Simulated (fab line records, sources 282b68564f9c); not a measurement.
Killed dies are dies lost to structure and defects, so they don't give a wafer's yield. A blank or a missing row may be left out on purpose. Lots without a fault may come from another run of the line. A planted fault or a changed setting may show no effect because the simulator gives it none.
A struck lot beside a sound one | flow rit_cmos | 15 steps out of a route of 202
Sound: wafers L451.3, L451.4, L451.6. Struck: wafers L452.2, L452.5, L452.6. The cause comes at the end.
At each step with rows: each side's tool, then ch and its chambers, then its first start. Under that, the readings that differ: sound wafers | struck wafers | difference of the means | sigmas: that difference in standard deviations of wafers without a fault.
alike: readings whose means differ by less than 2 such deviations, and words and numbers that are the same on both sides. not compared: withheld readings, readings that some wafer has no value for, bounds like >300 that may hide the same value, and numbers for which the record gives no deviation and whose values overlap.
The two part at a step that has a row with sigmas, a row that says differs or no value, or rows on one side only. Numbers that don't overlap but have no deviation are shown without sigmas and don't part them. A reading that every wafer of one side lacks parts them only if that side has two wafers or more.

first, 2 steps without rows for these wafers: RIT_NSD_PEB_04; RIT_NSD_DEVELOP_05 (develop time 50 s).
RIT_NSD_OVL_MEAS_06:
  sound on overlay-02, day 7 05:53; struck on overlay-01, day 7 13:01
  reading      | sound       | struck       | difference | sigmas
  NSD_OVL (nm) | 3.2 3.4 2.2 | -2.3 0.2 1.3 | -3.2       | -3
then, 2 steps without rows for these wafers: RIT_NSD_HARDBAKE_07 (time 60 s); RIT_NSD_IMPLANT_08.
RIT_NSD_STRIP_09: strips in O2, time 180 s.
  sound on plasma_asher-03 ch 0,1, day 7 06:16; struck on plasma_asher-03 ch 0,1, day 7 13:21
  alike: drypump_motor_current_A
  not compared: rf_hours_counter_h
RIT_NSD_TW_MEAS_10:
  sound on film_metro-02, day 7 06:24; struck on film_metro-02, day 7 13:32
  alike: NSD_TW
then, 5 steps without rows for these wafers: RIT_PSD_HMDS_00 (prime time 60 s); RIT_PSD_COAT_01 (resist thk 1000 nm); RIT_PSD_SOFTBAKE_02 (time 60 s); RIT_PSD_EXPOSE_03 (exposes mask M10, target cd 40900 nm); RIT_PSD_PEB_04.
RIT_PSD_DEVELOP_05: develop time 50 s.
  sound on litho_track-03 ch 0, day 7 07:00; struck on litho_track-04 ch 0, day 7 14:00
  reading              | sound             | struck            | difference | sigmas
  developer_temp_C (C) | 23.05 23.02 22.91 | 20.75 20.75 20.84 | -2.21      | -20
RIT_PSD_OVL_MEAS_06:
  sound on overlay-02, day 7 07:23; struck on overlay-01, day 7 14:37
  alike: PSD_OVL
RIT_M1_PROBE_99:
  the record has rows for the struck wafers here (prober-02, day 7 23:05) and none for the sound ones

WHERE THEY PART
First at RIT_NSD_OVL_MEAS_06; last, within this record, at RIT_M1_PROBE_99.

WHY: what the simulator had put in
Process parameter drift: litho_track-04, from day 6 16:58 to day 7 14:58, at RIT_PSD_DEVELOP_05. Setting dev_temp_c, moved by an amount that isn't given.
